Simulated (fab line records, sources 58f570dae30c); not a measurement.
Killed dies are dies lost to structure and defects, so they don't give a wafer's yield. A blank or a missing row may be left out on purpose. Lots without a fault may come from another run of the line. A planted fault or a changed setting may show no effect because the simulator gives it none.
Which tool did it? | flow berkeley_cmos170 | 15 lots, 45 wafers sampled, at 5 steps of a route of 331

WHAT THE GAUGES READ, wafer by wafer
UCB170_SDANNEAL_RS_MEAS_02: measures by four-point-probe.
lot  | measured     | on            | PSD_RS (ohm/sq)
L810 | day 8 11:37  | film_metro-04 | 75.53 75.53 75.30
L814 | day 9 05:34  | film_metro-04 | 75.42 75.59 75.81
L815 | day 9 06:22  | film_metro-01 | 75.80 75.94 75.97
L818 | day 9 22:50  | film_metro-04 | 75.85 75.88 75.74
L822 | day 10 15:40 | film_metro-01 | 75.70 75.77 75.76
L821 | day 10 16:14 | film_metro-03 | 75.48 75.81 75.26
L823 | day 10 23:27 | film_metro-01 | 75.55 75.44 75.97
L824 | day 10 23:15 | film_metro-03 | 75.92 75.37 75.63
L825 | day 11 13:46 | film_metro-01 | 75.15 75.06 74.99
L828 | day 12 04:26 | film_metro-03 | 75.21 75.18 75.26
L827 | day 12 04:48 | film_metro-04 | 75.64 75.54 75.60
L829 | day 12 04:41 | film_metro-01 | 74.70 75.01 74.96
L830 | day 12 04:55 | film_metro-03 | 75.44 75.18 74.99
L831 | day 12 07:04 | film_metro-01 | 75.46 75.55 75.64
L832 | day 12 08:02 | film_metro-01 | 75.34 75.54 75.39

UCB170_CONTACT_THK_MEAS_02.
lot  | measured     | on            | CONTACT_PSG_THK (nm)
L810 | day 8 15:19  | film_metro-04 | 691 693 697
L814 | day 9 11:02  | film_metro-04 | 1393 1405 1401
L815 | day 9 11:34  | film_metro-02 | 1403 1411 1416
L818 | day 10 04:57 | film_metro-02 | 1406 1401 1399
L822 | day 10 19:42 | film_metro-04 | 700 701 702
L821 | day 10 19:53 | film_metro-02 | 690 696 691
L823 | day 11 03:09 | film_metro-04 | 692 696 692
L824 | day 11 02:04 | film_metro-03 | 709 710 712
L825 | day 11 18:12 | film_metro-02 | 699 693 696
L828 | day 12 07:25 | film_metro-04 | 692 692 687
L827 | day 12 08:16 | film_metro-02 | 698 700 704
L829 | day 12 08:17 | film_metro-04 | 700 696 698
L830 | day 12 08:19 | film_metro-04 | 702 702 699
L831 | day 12 10:04 | film_metro-04 | 707 712 711
L832 | day 12 12:02 | film_metro-02 | 689 679 689

UCB170_CONTACT_CD_MEAS_15: target cd 700 nm.
lot  | measured     | on        | cd_nm (nm)
L810 | day 8 17:22  | cd_sem-01 | 699.5 700.3 699.9
L814 | day 9 13:14  | cd_sem-01 | 702.3 701.7 702.4
L815 | day 9 13:53  | cd_sem-01 | 698.6 697.6 698.2
L818 | day 10 06:57 | cd_sem-01 | 698.9 699.5 699.6
L822 | day 10 22:03 | cd_sem-02 | 697.7 700.4 698.3
L821 | day 10 22:14 | cd_sem-01 | 702.1 702.2 702.1
L823 | day 11 04:58 | cd_sem-02 | 697.7 698.9 697.0
L824 | day 11 03:45 | cd_sem-02 | 699.8 699.0 699.1
L825 | day 11 21:07 | cd_sem-01 | 699.4 701.4 702.1
L828 | day 12 09:44 | cd_sem-02 | 702.7 701.6 701.7
L827 | day 12 10:43 | cd_sem-01 | 700.0 700.8 700.0
L829 | day 12 10:32 | cd_sem-01 | 701.3 700.5 701.9
L830 | day 12 10:56 | cd_sem-02 | 700.3 699.2 701.1
L831 | day 12 12:06 | cd_sem-01 | 699.0 700.1 699.4
L832 | day 12 14:10 | cd_sem-01 | 700.9 699.5 698.9

WHICH TOOL RAN EACH LOT (tool, then ch and the chambers of the sampled wafers, then the start)
lot  | UCB170_PLDD_STRIP_10                 | UCB170_CONTACT_CVD_01
L810 | plasma_asher-01 ch 0,1, day 7 22:31  | lpcvd-02 ch 0, day 8 12:37
L814 | plasma_asher-04 ch 0,1, day 8 13:51  | lpcvd-02 ch 0, day 9 06:35 and lpcvd-01 ch 0, day 9 09:16
L815 | plasma_asher-01 ch 0,1, day 8 14:08  | lpcvd-01 ch 1, day 9 07:29 and lpcvd-02 ch 1, day 9 09:47
L818 | plasma_asher-04 ch 0,1, day 9 06:01  | lpcvd-02 ch 1, day 10 01:11 and lpcvd-01 ch 1, day 10 03:08
L822 | plasma_asher-04 ch 0,1, day 10 01:02 | lpcvd-01 ch 0, day 10 17:02
L821 | plasma_asher-01 ch 0, day 10 01:18   | lpcvd-02 ch 1, day 10 18:06
L823 | plasma_asher-03 ch 0,1, day 10 11:36 | lpcvd-01 ch 0, day 11 00:28
L824 | plasma_asher-04 ch 0,1, day 10 11:43 | lpcvd-02 ch 1, day 11 00:17
L825 | plasma_asher-04 ch 0,1, day 10 20:40 | lpcvd-01 ch 1, day 11 15:31
L828 | plasma_asher-03 ch 0, day 11 11:00   | lpcvd-02 ch 1, day 12 05:38
L827 | plasma_asher-01 ch 0,1, day 11 11:14 | lpcvd-01 ch 0, day 12 06:29
L829 | plasma_asher-04 ch 0,1, day 11 11:31 | lpcvd-01 ch 0, day 12 06:29
L830 | plasma_asher-03 ch 0,1, day 11 11:36 | lpcvd-01 ch 1, day 12 06:29
L831 | plasma_asher-04 ch 1, day 11 18:56   | lpcvd-01 ch 0, day 12 08:16
L832 | plasma_asher-01 ch 0,1, day 11 19:29 | lpcvd-02 ch 0, day 12 10:15
- UCB170_PLDD_STRIP_10: strips in O2.
- UCB170_CONTACT_CVD_01: deposits PSG from SiH4/O2/PH3, target thk 700 nm, time 2820 s.

WHAT THE TOOLS THEMSELVES READ (means of the sampled wafers that have a number; where no wafer has one, the mark that the record gives instead)
UCB170_PLDD_STRIP_10.
lot  | tool            | drypump_motor_current_A (A) | oes_product_au (a.u.) | strip_time_to_endpoint_s (s)
L810 | plasma_asher-01 | 6.4                         | 0.736                 | 21.43
L814 | plasma_asher-04 | 5.7                         | 0.734                 | 21.43
L815 | plasma_asher-01 | 6.4                         | 0.735                 | 21.57
L818 | plasma_asher-04 | 5.7                         | 0.738                 | 21.60
L822 | plasma_asher-04 | 5.7                         | 0.731                 | 21.63
L821 | plasma_asher-01 | 6.5                         | 0.732                 | 21.60
L823 | plasma_asher-03 | 5.9                         | 0.731                 | 21.63
L824 | plasma_asher-04 | 5.7                         | 0.736                 | 21.59
L825 | plasma_asher-04 | 5.5                         | 0.732                 | 21.64
L828 | plasma_asher-03 | 5.8                         | 0.736                 | 21.58
L827 | plasma_asher-01 | 6.4                         | 0.732                 | 21.57
L829 | plasma_asher-04 | 5.5                         | 0.731                 | 21.64
L830 | plasma_asher-03 | 6.0                         | 0.735                 | 21.58
L831 | plasma_asher-04 | 5.2                         | 0.733                 | 21.60
L832 | plasma_asher-01 | 6.4                         | 0.737                 | 21.61

UCB170_CONTACT_CVD_01.
lot  | tool              | spike_tc_load_C (C) | zone_power_source_pct (%)
L810 | lpcvd-02          | 468.6               | 8.2
L814 | lpcvd-02/lpcvd-01 | 466.6               | 7.1
L815 | lpcvd-01/lpcvd-02 | 468.1               | 7.6
L818 | lpcvd-02/lpcvd-01 | 467.4               | 7.6
L822 | lpcvd-01          | 464.8               | 6.0
L821 | lpcvd-02          | 470.9               | 7.7
L823 | lpcvd-01          | 464.8               | 6.0
L824 | lpcvd-02          | 470.4               | 7.7
L825 | lpcvd-01          | 464.1               | 7.4
L828 | lpcvd-02          | 470.2               | 7.8
L827 | lpcvd-01          | 464.6               | 6.1
L829 | lpcvd-01          | 464.8               | 5.9
L830 | lpcvd-01          | 464.3               | 7.4
L831 | lpcvd-01          | 465.4               | 6.0
L832 | lpcvd-02          | 467.2               | 8.2

THE ANSWER, worked out from the rows above alone
Rule: what is usual is taken from the lots themselves. Put in order of their means at a reading, lots are off if they are a third of the lots or fewer, leave a main group of 4 or more, and stand apart from it by a gap of 3 or more times the standard deviation of the main group's means; of several such gaps the widest counts. A main group whose means are all the same, to the digits that the tables above print for the reading, isn't used. A lot without any number at a reading at which 4 lots or more have one is off too. The other lots that the step has rows for count as sound. The gauges are gone through in route order, then the tools' own readings, and for those a lot's mean is taken as printed above. The first step at which some lot is off is used, and at that step the reading that is off furthest; a lot without a number counts as furthest.
Off: L814, L815, L818, at UCB170_CONTACT_THK_MEAS_02 (CONTACT_PSG_THK). The main group: mean 698 nm, standard deviation 7.1.
A tool fits if, at a process step before that reading, it ran every lot that is off, and no sound lot after the first of them. The gauges at UCB170_CONTACT_THK_MEAS_02 are tried like those tools. None of those tried fits.

WHAT THE SIMULATOR HAD PUT IN
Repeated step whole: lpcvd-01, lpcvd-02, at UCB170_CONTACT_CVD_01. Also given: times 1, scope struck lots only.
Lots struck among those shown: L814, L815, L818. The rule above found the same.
